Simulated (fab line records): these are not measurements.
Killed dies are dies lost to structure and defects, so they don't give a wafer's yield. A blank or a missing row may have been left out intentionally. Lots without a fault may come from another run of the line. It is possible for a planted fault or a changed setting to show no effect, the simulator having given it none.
fab line records    flow berkeley_cmos170
record: lots: 14  wafers: 42  last_day: 11
route steps=331 shown PSD@206 CONTACT@231 M1@245
lots untouched by any fault: they come from a run of this same line in which no faults occurred
start_h: hours from the record's opening day to when the first of the lot's shown wafers began    wait_h: time in hours since the lot's previous step    " repeats the value in the row above    L1.1+2: a single row standing in for several wafers    - no value, or no start given    * or withheld: withheld    < > ~ a bound
route shown NAME@n: a module of which the file shows steps, and the number in the route of the first    usual: mean and standard deviation over wafers with no fault    same: alike in all rows    chamber/n: place in a boat    sites: each site's reading    _std_site: the values' standard deviation    _edge_site: inner sites' mean taken away from outer sites' mean    radius_mm: how far each site lies from the wafer's centre    mask NAME#n: copy n    behind: the last tool/chamber to shape the wafer    hold: what put the lot on hold/how long, in hours/how the hold closed    device: names the non-switching transistor (n, p or np)    end of line: at the end of the route, the tests of the same wafers    for a step that has no rows: nothing shown but its recipe    killed: not the wafer's yield, but the dies lost to structure and defects at the first sort    map: shows each die of a wafer: x if killed, . if not, _ if none is there
set.NAME: the run value of the setting; set.NAME@STEP: its run value at that earlier step    model.NAME: the simulator's own value behind a step, which no gauge read
a sample of lots followed through the steps of the route, with each step as a table and each wafer as a row
services: when a tool's chamber went out of use (start_h, in hours from the record's first day, below 0 if earlier), for how many hours, and the reason
== steps ==
step: UCB170_SDANNEAL_RS_MEAS_02
recipe: thk_meas_gauge: four-point-probe
usual: PSD_RS: 75.66/0.26
lot.wafer  tool           chamber  start_h  wait_h  PSD_RS[ohm/sq]
L365.1     film_metro-03  -        133.66   0.0     75.42
L365.2     "              -        "        "       75.49
L365.5     "              -        "        "       75.68
L366.3     film_metro-02  -        147.78   0.1     75.65
L366.5     "              -        "        "       75.22
L366.6     "              -        "        "       75.72
L368.2     film_metro-02  -        167.03   0.1     76.06
L368.4     "              -        "        "       75.85
L368.5     "              -        "        "       75.82
L369.3     film_metro-01  -        167.05   0.1     75.41
L369.5     "              -        "        "       75.27
L369.6     "              -        "        "       75.66
L370.1     film_metro-01  -        177.09   0.0     75.82
L370.3     "              -        "        "       75.50
L370.6     "              -        "        "       75.44
L372.1     film_metro-02  -        183.55   0.0     76.07
L372.4     "              -        "        "       75.86
L372.5     "              -        "        "       75.96
L378.2     film_metro-01  -        222.17   0.1     75.25
L378.3     "              -        "        "       75.59
L378.5     "              -        "        "       75.80
L380.2     film_metro-03  -        222.35   0.1     75.44
L380.3     "              -        "        "       75.71
L380.5     "              -        "        "       75.67
L379.1     film_metro-02  -        222.84   0.0     76.13
L379.2     "              -        "        "       76.00
L379.5     "              -        "        "       75.75
L383.2     film_metro-03  -        226.35   0.1     75.21
L383.5     "              -        "        "       75.50
L383.6     "              -        "        "       75.45
L381.1     film_metro-03  -        231.35   0.0     76.28
L381.2     "              -        "        "       76.30
L381.4     "              -        "        "       76.04
L385.2     film_metro-02  -        242.78   0.1     75.80
L385.5     "              -        "        "       76.17
L385.6     "              -        "        "       75.87
L384.1     film_metro-02  -        245.25   0.0     75.13
L384.3     "              -        "        "       75.40
L384.4     "              -        "        "       75.42
L386.2     film_metro-01  -        245.27   0.1     75.64
L386.5     "              -        "        "       75.88
L386.6     "              -        "        "       75.75
step: UCB170_CONTACT_CD_MEAS_15
recipe: target_cd_nm: 700
usual: cd_nm: 700.0/1.1
lot.wafer  tool       chamber  start_h  wait_h  cd_nm
L365.1     cd_sem-01  -        138.80   -       700.8
L365.2     "          -        "        "       700.3
L365.5     "          -        "        "       700.5
L366.3     cd_sem-02  -        152.53   -       698.3
L366.5     "          -        "        "       700.0
L366.6     "          -        "        "       698.7
L368.2     cd_sem-01  -        172.40   -       698.5
L368.4     "          -        "        "       700.1
L368.5     "          -        "        "       698.6
L369.3     cd_sem-01  -        172.62   -       699.6
L369.5     "          -        "        "       700.3
L369.6     "          -        "        "       699.6
L370.1     cd_sem-02  -        181.63   -       699.6
L370.3     "          -        "        "       699.4
L370.6     "          -        "        "       698.7
L372.1     cd_sem-01  -        189.81   -       699.8
L372.4     "          -        "        "       700.4
L372.5     "          -        "        "       700.3
L378.2     cd_sem-01  -        226.76   -       701.7
L378.3     "          -        "        "       701.4
L378.5     "          -        "        "       700.8
L380.2     cd_sem-02  -        227.04   -       700.6
L380.3     "          -        "        "       702.0
L380.5     "          -        "        "       703.1
L379.1     cd_sem-02  -        231.05   -       699.2
L379.2     "          -        "        "       698.7
L379.5     "          -        "        "       697.8
L383.2     cd_sem-01  -        232.42   -       699.5
L383.5     "          -        "        "       700.8
L383.6     "          -        "        "       700.2
L381.1     cd_sem-02  -        236.60   -       699.2
L381.2     "          -        "        "       700.5
L381.4     "          -        "        "       698.1
L385.2     cd_sem-01  -        247.90   -       699.3
L385.5     "          -        "        "       701.3
L385.6     "          -        "        "       701.5
L386.2     cd_sem-01  -        251.14   -       700.5
L386.5     "          -        "        "       700.0
L386.6     "          -        "        "       698.4
L384.1     cd_sem-01  -        251.93   -       700.7
L384.3     "          -        "        "       700.5
L384.4     "          -        "        "       700.7
step: UCB170_M1_PEB_07
recipe: peb_temp_c: 130  peb_time_s: withheld  resist: KrF
usual: chill_plate_temp_C: 22.98/0.1  exhaust_pa: 45.1/0.91
lot.wafer  tool            chamber  start_h  wait_h  chill_plate_temp_C  exhaust_pa
L365.1     litho_track-02  0        140.71   0.3     22.91               43.5
L365.2     "               0        "        "       23.05               45.0
L365.5     "               0        "        "       22.89               44.5
L366.3     litho_track-01  0        156.48   0.4     22.80               46.4
L366.5     "               0        "        "       22.98               45.5
L366.6     "               0        "        "       22.92               45.2
L368.2     litho_track-02  0        174.29   0.3     22.98               44.3
L368.4     "               0        "        "       22.85               46.2
L368.5     "               0        "        "       22.81               44.9
L369.3     litho_track-04  0        174.72   0.3     22.77               44.5
L369.5     "               0        "        "       22.89               45.5
L369.6     "               0        "        "       22.93               44.7
L370.1     litho_track-01  -        183.57   0.4     -                   -
L370.3     "               -        "        "       -                   -
L370.6     "               -        "        "       -                   -
L372.1     litho_track-01  -        192.82   0.9     -                   -
L372.4     "               -        "        "       -                   -
L372.5     "               -        "        "       -                   -
L378.2     litho_track-04  0        228.36   0.1     22.95               44.9
L378.3     "               0        "        "       23.05               46.1
L378.5     "               0        "        "       23.10               44.9
L380.2     litho_track-02  0        230.53   0.4     23.22               45.0
L380.3     "               0        "        "       23.10               46.3
L380.5     "               0        "        "       22.94               46.0
L379.1     litho_track-02  0        232.71   0.1     22.96               44.0
L379.2     "               0        "        "       22.90               45.1
L379.5     "               0        "        "       23.14               43.7
L383.2     litho_track-02  0        234.08   0.1     23.04               48.1
L383.5     "               0        "        "       23.06               46.5
L383.6     "               0        "        "       23.00               45.6
L381.1     litho_track-04  0        238.71   0.6     22.99               45.5
L381.2     "               0        "        "       22.75               46.0
L381.4     "               0        "        "       22.88               45.7
L385.2     litho_track-04  0        249.90   0.1     23.06               44.8
L385.5     "               0        "        "       23.00               46.3
L385.6     "               0        "        "       22.95               44.7
L386.2     litho_track-01  0        252.94   0.1     23.00               46.5
L386.5     "               0        "        "       23.06               46.6
L386.6     "               0        "        "       23.09               46.4
L384.1     litho_track-01  0        253.58   0.1     22.98               44.2
L384.3     "               0        "        "       23.12               43.4
L384.4     "               0        "        "       22.84               43.2
step: UCB170_M1_STRIP_13
recipe: chemistry: O2  power_w: 400  pressure_mtorr: 3500  platen_temp_c: withheld  o2_flow_sccm: 400  overash_fraction: 0.5
usual: drypump_motor_current_A: 5.5/0.57  oes_product_au: 0.720/0.0043
lot.wafer  tool             chamber  start_h  wait_h  drypump_motor_current_A  oes_product_au  rf_hours_counter_h
L365.1     plasma_asher-01  1        141.31   0.1     4.6                      0.723           38
L365.2     "                0        "        "       5.9                      0.721           38
L365.5     "                1        "        "       4.7                      0.726           -
L366.3     plasma_asher-03  1        157.07   0.1     5.7                      0.720           -
L366.5     "                0        "        "       5.1                      0.722           -
L366.6     "                1        "        "       5.7                      0.729           -
L368.2     plasma_asher-03  0        175.01   0.2     5.1                      0.725           45
L368.4     "                1        "        "       5.7                      0.718           -
L368.5     "                0        "        "       5.1                      0.728           -
L369.3     plasma_asher-02  1        175.31   0.1     6.5                      0.720           -
L369.5     "                0        "        "       5.5                      0.709           -
L369.6     "                1        "        "       6.4                      0.721           -
L370.1     plasma_asher-02  0        184.31   0.2     5.6                      0.723           4
L370.3     "                0        "        "       5.6                      0.714           -
L370.6     "                1        "        "       6.4                      0.727           -
L372.1     plasma_asher-01  0        193.43   0.1     5.9                      0.725           43
L372.4     "                1        "        "       4.7                      0.719           -
L372.5     "                0        "        "       5.9                      0.723           -
L378.2     plasma_asher-03  0        228.95   0.1     5.1                      0.718           51
L378.3     "                0        "        "       5.1                      0.731           -
L378.5     "                1        "        "       5.7                      0.727           -
L380.2     plasma_asher-01  1        231.11   0.1     4.7                      0.712           47
L380.3     "                1        "        "       4.7                      0.714           -
L380.5     "                1        "        "       4.7                      0.719           -
L379.1     plasma_asher-03  0        233.32   0.1     5.1                      0.721           51
L379.2     "                1        "        "       5.7                      0.718           51
L379.5     "                0        "        "       5.1                      0.722           -
L383.2     plasma_asher-01  1        234.66   0.1     4.7                      0.721           47
L383.5     "                1        "        "       4.7                      0.712           -
L383.6     "                0        "        "       5.9                      0.723           -
L381.1     plasma_asher-03  0        239.32   0.1     5.1                      0.720           52
L381.2     "                1        "        "       5.7                      0.726           52
L381.4     "                1        "        "       5.8                      0.713           -
L385.2     plasma_asher-02  1        251.21   0.1     6.4                      0.722           12
L385.5     "                0        "        "       5.6                      0.720           -
L385.6     "                1        "        "       6.4                      0.724           -
L386.2     plasma_asher-02  1        253.60   0.1     6.4                      0.721           13
L386.5     "                1        "        "       6.4                      0.725           -
L386.6     "                0        "        "       5.5                      0.720           -
L384.1     plasma_asher-01  0        254.19   0.1     6.0                      0.720           50
L384.3     "                1        "        "       4.7                      0.720           -
L384.4     "                0        "        "       5.9                      0.726           -
== services ==
tool             chamber  start_h  hours  kind
plasma_asher-02  -        123.36   9.0    pm
plasma_asher-02  0        123.36   9.0    vent_cycle
plasma_asher-02  1        123.36   9.0    vent_cycle
plasma_asher-02  -        132.36   2.8    pm
plasma_asher-02  0        132.36   -      clean
plasma_asher-02  1        132.36   -      clean
plasma_asher-02  -        149.18   1.8    repair
plasma_asher-01  -        186.42   2.8    pm
== key ==
first_sign: step: UCB170_M1_PEB_07  reading: tool_record  direction: missing
effect none on later readings
met_at UCB170_M1_PEB_07
struck_lots L370,L372
later_rows_left_out L370.1,L370.3,L370.6,L372.1,L372.4,L372.5
sort_left_out L370.1,L370.3,L370.6,L372.1,L372.4,L372.5
not_acting_at UCB170_SDANNEAL_RS_MEAS_02,UCB170_CONTACT_CD_MEAS_15,UCB170_M1_STRIP_13
onset_between 156.48 183.57
fault: kind: skipped_step_whole  tool: litho_track-01  chamber: -  onset_h: 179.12  steps: UCB170_M1_PEB_07  scope: struck_lots_only
sort_left_out: the simulated sort isn't trusted on such a fault, so these wafers' sort isn't shown, and their yield isn't known
later_rows_left_out: the simulator's readings of these wafers behind a module that went badly wrong aren't trusted and aren't shown, but for the sort
